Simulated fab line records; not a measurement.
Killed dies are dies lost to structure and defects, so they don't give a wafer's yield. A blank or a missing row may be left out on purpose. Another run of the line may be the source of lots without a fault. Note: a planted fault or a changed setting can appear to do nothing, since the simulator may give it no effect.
Which tool is to blame? ; flow berkeley-cmos170 ; 21 wafers from 7 lots sampled at 2 of the route's 331 steps

WHAT EACH GAUGE READ, for each wafer
UCB170_V2_BOW_MEAS_03.
lot;measured;on;V2_BOW (um)
L328;day 8 22:42;film-metro-01;52 53 35
L326;day 9 02:59;film-metro-01;60 67 63
L330;day 10 02:02;film-metro-04;45 37 32
L338;day 11 13:24;film-metro-01;48 33 51
L341;day 12 02:40;film-metro-04;36 44 30
L347;day 13 03:16;film-metro-03;47 51 44
L344;day 13 11:37;film-metro-04;33 37 33

WHICH TOOL RAN EACH LOT (tool, then ch and the chambers of the sampled wafers, then the start)
lot;UCB170_V2_CMP_02
L328;cmp-02 ch 0,2,3, day 8 22:25
L326;cmp-02 ch 0,1, day 9 02:40
L330;cmp-02 ch 0,1,3, day 10 01:46
L338;cmp-01 ch 0,1,3, day 11 13:05
L341;cmp-01 ch 1,2,3, day 12 02:20
L347;cmp-01 ch 0,1,2, day 13 03:01
L344;cmp-01 ch 0,1,2, day 13 11:17
- UCB170_V2_CMP_02: polishes SiO2.

THE ANSWER, worked out from the rows above alone
Rule: what is usual is taken from the lots themselves. Put in order of their means at a reading, lots are off if they are a third of the lots or fewer, leave a main group of 4 or more, and stand apart from it by a gap of 3 or more times the standard deviation of the main group's means; of several such gaps the widest counts. If all means in a main group match to the digits the tables above print for the reading, that group is not used. A lot without any number at a reading at which 4 lots or more have one is off too. All remaining lots with rows at the step are treated as sound.
Off: at UCB170_V2_BOW_MEAS_03 (V2_BOW), L326. For the main group the mean is 41 um and the standard deviation 5.1.
If a tool, at a process step before that reading, ran all the lots that are off and no sound lot after the first of them, it fits. The gauges at UCB170_V2_BOW_MEAS_03 are tried like those tools. No candidate that was tried fits.

WHAT WAS PUT IN BY THE SIMULATOR
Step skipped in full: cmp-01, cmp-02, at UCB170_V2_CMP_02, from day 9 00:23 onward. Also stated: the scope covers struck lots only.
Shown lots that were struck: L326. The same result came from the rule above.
